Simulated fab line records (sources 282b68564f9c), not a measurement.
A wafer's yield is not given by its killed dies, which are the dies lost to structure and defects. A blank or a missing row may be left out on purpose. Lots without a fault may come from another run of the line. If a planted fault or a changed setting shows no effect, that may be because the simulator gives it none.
fab line records	flow rit_cmos
record: lots: 6	wafers: 18	last_day: 7
route steps=202 shown NWELL@28 PWELL@39 M1@202
lots with no fault: from the same line, run without faults
start_h: the number of hours between the record's first day and the start of the first shown wafer of the lot	wait_h: how many hours have passed since the lot's step before this one	" as in the row above	L1.1+2: one row covering several wafers at once	- no value, or no start given	* or withheld: withheld	< > ~ a bound
route shown NAME@n: a module of which the file shows steps, and the number in the route of the first	usual: average and standard deviation across the fault-free wafers	same: alike in all rows	chamber/n: place in a boat	sites: each site's reading	_std_site: their standard deviation	_edge_site: outer sites' mean less inner sites'	radius_mm: how far each site lies from the wafer's centre	mask NAME#n: copy n	behind: the most recent tool/chamber to have shaped the wafer	hold: what put the lot on hold/how long, in hours/how the hold closed	device: which transistor (n, p or np) failed to switch	end of line: tests run on the same wafers once the route is complete	a step given without rows: its recipe and nothing more	killed: count of dies lost to structure and defects at first sort (not the wafer's yield)	map: per-die view of a wafer (x killed, . not killed, _ where there is no die)
set.NAME: the setting that was run; set.NAME@STEP: the one run at that earlier step	model.NAME: the simulator's own value behind a step, which no gauge read
lots at selected steps of the route; one table per step, one row per wafer
services: from which hour (start_h, from the record's first day; less than 0 if before it) a tool's chamber was out of use, for how many hours, and why
== steps ==
step: RIT_NWELL_HMDS_00
recipe: prime_time_s: 60	prime_temp_c: 140
step: RIT_NWELL_COAT_01
recipe: resist: NOVOLAK	spin_rpm: 2000	resist_thk_nm: 1300
step: RIT_NWELL_SOFTBAKE_02
recipe: resist: NOVOLAK	temp_c: 90	time_s: 60
step: RIT_NWELL_EXPOSE_03
recipe: mask_id: M2	na: 0.57	target_cd_nm: 43900	dose_mj: 250
step: RIT_NWELL_PEB_04
recipe: resist: NOVOLAK	temp_c: withheld	time_s: withheld
step: RIT_NWELL_DEVELOP_05
recipe: resist: NOVOLAK	develop_time_s: 68	dev_temp_c: 23
step: RIT_NWELL_OVL_MEAS_06
usual: NWELL_OVL: 0.6/1.1
lot.wafer	tool	chamber	start_h	wait_h	NWELL_OVL[nm]
L117.1	overlay-02	-	29.56	-	0.3
L117.2	"	-	"	"	1.3
L117.3	"	-	"	"	0.3
L119.2	overlay-01	-	35.50	-	-0.8
L119.3	"	-	"	"	2.1
L119.6	"	-	"	"	1.9
L125.1	overlay-01	-	70.44	-	0.8
L125.4	"	-	"	"	1.3
L125.5	"	-	"	"	0.0
L131.1	overlay-01	-	97.73	-	1.8
L131.5	"	-	"	"	0.9
L131.6	"	-	"	"	1.3
L134.3	overlay-01	-	110.96	-	1.7
L134.4	"	-	"	"	1.1
L134.5	"	-	"	"	1.4
L138.1	overlay-02	-	131.94	-	0.6
L138.3	"	-	"	"	-1.5
L138.6	"	-	"	"	0.1
step: RIT_NWELL_HARDBAKE_07
recipe: resist: NOVOLAK	temp_c: 140	time_s: 120
step: RIT_NWELL_IMPLANT_08
recipe: species: P	energy_kev: 170	dose_cm2: 5e+13	tilt_deg: 7
step: RIT_NWELL_STRIP_09
recipe: chemistry: O2	time_s: 180	resist: NOVOLAK	platen_temp_c: withheld	power_w: 500	pressure_mtorr: 4000	o2_flow_sccm: 4000
usual: drypump_motor_current_A: 5.7/0.61	rf_refl_power_W: 5.9/0.68
lot.wafer	tool	chamber	start_h	wait_h	drypump_motor_current_A	rf_hours_counter_h	rf_refl_power_W
L117.1	plasma_asher-04	0	30.00	0.1	6.0	40	6.9
L117.2	"	1	"	"	5.3	40	5.4
L117.3	"	1	"	"	5.3	-	5.5
L119.2	plasma_asher-01	1	35.93	0.1	5.0	36	6.5
L119.3	"	1	"	"	5.0	-	6.7
L119.6	"	0	"	"	6.5	-	4.9
L125.1	plasma_asher-02	1	70.88	0.1	4.9	44	5.9
L125.4	"	1	"	"	4.9	-	5.6
L125.5	"	0	"	"	6.2	-	5.9
L131.1	plasma_asher-01	1	98.34	0.1	5.1	43	6.5
L131.5	"	0	"	"	6.5	-	5.0
L131.6	"	1	"	"	5.0	-	6.2
L134.3	plasma_asher-04	1	111.44	0.1	5.3	-	5.4
L134.4	"	0	"	"	6.0	-	6.7
L134.5	"	0	"	"	6.0	-	6.8
L138.1	plasma_asher-04	1	132.37	0.1	5.3	51	5.6
L138.3	"	0	"	"	6.0	-	6.9
L138.6	"	1	"	"	5.3	-	5.4
step: RIT_NWELL_TW_MEAS_10
usual: NWELL_TW: 2140/13
lot.wafer	tool	chamber	start_h	wait_h	NWELL_TW
L117.1	film_metro-02	-	30.17	0.1	2137
L117.2	"	-	"	"	2146
L117.3	"	-	"	"	2129
L119.2	film_metro-02	-	36.11	0.1	2141
L119.3	"	-	"	"	2147
L119.6	"	-	"	"	2143
L125.1	film_metro-04	-	71.05	0.1	2129
L125.4	"	-	"	"	2146
L125.5	"	-	"	"	2143
L131.1	film_metro-04	-	98.52	0.1	2151
L131.5	"	-	"	"	2144
L131.6	"	-	"	"	2157
L134.3	film_metro-02	-	111.58	0.1	2134
L134.4	"	-	"	"	2123
L134.5	"	-	"	"	2139
L138.1	film_metro-01	-	132.55	0.1	2136
L138.3	"	-	"	"	2150
L138.6	"	-	"	"	2137
step: RIT_PWELL_HMDS_00
recipe: prime_time_s: 60	prime_temp_c: 140
step: RIT_PWELL_COAT_01
recipe: resist: NOVOLAK	spin_rpm: 2000	resist_thk_nm: 1300
usual: spin_speed_rpm: 1999.9/1.3
lot.wafer	tool	chamber	start_h	wait_h	spin_speed_rpm	model.NOVOLAK_of_PWELL_COAT_01.thk_nm
L117.1	litho_track-01	0	30.38	0.1	1999.7	1300
L117.2	"	0	"	"	2000.6	1302
L117.3	"	0	"	"	2001.0	1300
L119.2	litho_track-04	0	36.34	0.1	1997.7	1299
L119.3	"	0	"	"	1998.2	1301
L119.6	"	0	"	"	1998.6	1297
L125.1	litho_track-04	0	71.26	0.1	1877.1	1342
L125.4	"	0	"	"	1878.6	1340
L125.5	"	0	"	"	1876.9	1343
L131.1	litho_track-04	0	98.73	0.1	1876.4	1339
L131.5	"	0	"	"	1879.5	1333
L131.6	"	0	"	"	1878.6	1340
L134.3	litho_track-01	0	111.82	0.1	2001.4	1299
L134.4	"	0	"	"	2000.4	1300
L134.5	"	0	"	"	1999.1	1300
L138.1	litho_track-03	0	132.76	0.1	2002.6	1298
L138.3	"	0	"	"	1999.8	1300
L138.6	"	0	"	"	2000.5	1299
step: RIT_PWELL_SOFTBAKE_02
recipe: resist: NOVOLAK	temp_c: 90	time_s: 60
step: RIT_PWELL_EXPOSE_03
recipe: mask_id: M3	na: 0.57	target_cd_nm: 43700	dose_mj: 250
step: RIT_PWELL_PEB_04
recipe: resist: NOVOLAK	temp_c: withheld	time_s: withheld
step: RIT_PWELL_DEVELOP_05
recipe: resist: NOVOLAK	develop_time_s: 68	dev_temp_c: 23
step: RIT_PWELL_OVL_MEAS_06
usual: PWELL_OVL: -0.4/1.8
lot.wafer	tool	chamber	start_h	wait_h	PWELL_OVL[nm]
L117.1	overlay-02	-	31.24	-	-0.2
L117.2	"	-	"	"	-0.5
L117.3	"	-	"	"	2.4
L119.2	overlay-02	-	37.35	-	1.9
L119.3	"	-	"	"	1.2
L119.6	"	-	"	"	1.3
L125.1	overlay-01	-	72.13	-	0.4
L125.4	"	-	"	"	1.6
L125.5	"	-	"	"	3.5
L131.1	overlay-02	-	99.58	-	-1.1
L131.5	"	-	"	"	-2.2
L131.6	"	-	"	"	-0.9
L134.3	overlay-01	-	112.51	-	-1.2
L134.4	"	-	"	"	0.5
L134.5	"	-	"	"	0.3
L138.1	overlay-01	-	133.61	-	2.3
L138.3	"	-	"	"	0.6
L138.6	"	-	"	"	0.9
step: RIT_PWELL_HARDBAKE_07
recipe: resist: NOVOLAK	temp_c: 140	time_s: 120
lot.wafer	tool	chamber	start_h	wait_h	model.NOVOLAK_of_PWELL_COAT_01.thk_nm
L117.1+3	litho_track-03	0	31.28	0.0	1137
L117.2	"	0	"	"	1139
L119.2	litho_track-03	0	37.42	0.1	1136
L119.3	"	0	"	"	1138
L119.6	"	0	"	"	1134
L125.1	litho_track-04	0	72.16	0.0	1173
L125.4	"	0	"	"	1171
L125.5	"	0	"	"	1174
L131.1	litho_track-04	0	99.62	0.0	1171
L131.5	"	0	"	"	1165
L131.6	"	0	"	"	1172
L134.3	litho_track-04	0	112.62	0.1	1136
L134.4+5	"	0	"	"	1137
L138.1	litho_track-01	0	133.65	0.0	1135
L138.3	"	0	"	"	1137
L138.6	"	0	"	"	1136
step: RIT_PWELL_IMPLANT_08
recipe: species: B	energy_kev: 170	dose_cm2: 7e+13	tilt_deg: 7
step: RIT_M1_PROBE_99
usual: killed_at_M0_to_M3: 0.0/0.12	killed_at_contacts: 0.0/0.22	killed_at_front_end: 7/3.1	killed_dies: 7/3.1	killed_open: 3.5/2.2	killed_short: 3.3/1.9
same: gross_dies: 264	killed_at_M4_up: 0	killed_at_back_side: 0	killed_at_other: 0
lot.wafer	tool	chamber	start_h	wait_h	killed_at_M0_to_M3	killed_at_contacts	killed_at_front_end	killed_dies	killed_open	killed_short
L117.1	prober-01	-	66.46	0.1	0	0	11	11	7	4
L117.2	prober-01	-	66.51	0.1	0	0	5	5	1	4
L117.3	prober-01	-	66.56	0.2	0	0	4	4	2	2
L119.2	prober-01	-	73.07	0.1	0	0	8	8	4	4
L119.3	prober-01	-	73.12	0.2	0	0	7	7	6	1
L119.6	prober-01	-	73.27	0.2	0	0	4	4	2	2
L125.1	prober-02	-	108.51	0.1	0	0	10	10	4	6
L125.4	prober-02	-	108.66	0.2	0	0	6	6	4	2
L125.5	prober-02	-	108.71	0.2	0	0	5	5	5	0
L131.1	prober-02	-	135.13	0.1	0	0	4	4	3	1
L131.5	prober-02	-	135.33	0.2	0	0	8	8	2	6
L131.6	prober-02	-	135.38	0.2	0	1	3	4	0	4
L134.3	prober-01	-	146.74	0.2	0	0	7	7	3	4
L134.4	prober-01	-	146.79	0.2	0	0	6	6	3	3
L134.5	prober-01	-	146.84	0.2	0	0	9	9	4	5
killed by level:class
L117.1 GATE:geometric_particle:open=4 FOX1:geometric_particle:open=3 GATE:geometric_particle:short=3 SPACER:geometric_particle:short=1
L117.2 FOX1:geometric_particle:open=1 FOX1:geometric_particle:short=1 GATE:geometric_particle:short=1 REOX:geometric_particle:short=1 SPACER:geometric_particle:short=1
L117.3 GATE:geometric_particle:open=2 FOX2:geometric_particle:short=1 GATE:geometric_particle:short=1
L119.2 GATE:geometric_particle:short=2 FOX1:geometric_particle:open=1 FOX1:geometric_particle:short=1 GATE:geometric_particle:open=1 REOX:geometric_particle:open=1 REOX:geometric_particle:short=1 SPACER:geometric_particle:open=1
L119.3 GATE:geometric_particle:open=2 REOX:geometric_particle:open=2 FOX1:geometric_particle:open=1 FOX2:geometric_particle:open=1 GATE:geometric_particle:short=1
L119.6 ACTIVE:geometric_particle:open=1 FOX2:geometric_particle:open=1 GATE:geometric_particle:short=1 REOX:geometric_particle:short=1
L125.1 SPACER:geometric_particle:short=5 SPACER:geometric_particle:open=2 FOX2:geometric_particle:open=1 GATE:geometric_particle:short=1 GATE:geometric_particle:open=1
L125.4 GATE:geometric_particle:open=3 SPACER:geometric_particle:short=2 FOX1:geometric_particle:open=1
L125.5 GATE:geometric_particle:open=3 REOX:geometric_particle:open=1 SPACER:geometric_particle:open=1
L131.1 FOX1:geometric_particle:open=1 GATE:geometric_particle:open=1 GATE:geometric_particle:short=1 SILICIDE:geometric_particle:open=1
L131.5 GATE:geometric_particle:short=4 FOX1:geometric_particle:short=1 FOX1:geometric_particle:open=1 SPACER:geometric_particle:open=1 SILICIDE:geometric_particle:short=1
L131.6 GATE:geometric_particle:short=1 SPACER:geometric_particle:short=1 SILICIDE:geometric_particle:short=1 CONTACT:geometric_particle:short=1
L134.3 FOX1:geometric_particle:open=2 REOX:geometric_particle:short=2 GATE:geometric_particle:open=1 SPACER:geometric_particle:short=1 SILICIDE:geometric_particle:short=1
L134.4 GATE:geometric_particle:short=2 GATE:geometric_particle:open=1 REOX:geometric_particle:short=1 REOX:geometric_particle:open=1 SPACER:geometric_particle:open=1
L134.5 REOX:geometric_particle:short=3 GATE:geometric_particle:short=2 GATE:geometric_particle:open=2 SPACER:geometric_particle:open=1 SILICIDE:geometric_particle:open=1
== services ==
tool	chamber	start_h	hours	kind
plasma_asher-01	-	8.70	2.8	pm
plasma_asher-02	-	80.01	1.5	repair
plasma_asher-04	-	99.22	2.8	pm
plasma_asher-02	-	108.75	9.0	pm
plasma_asher-02	0	108.75	9.0	vent_cycle
plasma_asher-02	1	108.75	9.0	vent_cycle
plasma_asher-02	0	117.75	-	clean
plasma_asher-02	1	117.75	-	clean
== key ==
first_sign: step: RIT_PWELL_COAT_01	reading: spin_speed_rpm	direction: down	sigmas: 97	usual: 1999.9	struck: 1877.9
effect none on later readings
model_effect: step: RIT_PWELL_COAT_01	value: NOVOLAK_of_PWELL_COAT_01.thk_nm	without: 1298	struck: 1340
model_effect: step: RIT_PWELL_HARDBAKE_07	value: NOVOLAK_of_PWELL_COAT_01.thk_nm	without: 1135	struck: 1171
met_at RIT_PWELL_COAT_01
struck_wafers L125.1,L125.4,L125.5,L131.1,L131.5,L131.6
tester_left_out L125,L131
onset_between 36.34 71.26
fault: kind: process_parameter_drift	tool: litho_track-04	chamber: -	onset_h: 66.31	steps: RIT_PWELL_COAT_01	channel: spin_rpm	offset: -121.23	shape: step	end_h: 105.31	acts_in: these_recipes_only	stated: 2000
tester_left_out: of these lots the tester's yield and bins aren't shown, on N5 and GAA mostly nor the transistor test; their killed dies are dies lost to structure and defects alone, not to doping, threshold or leakage, so they don't give the yield
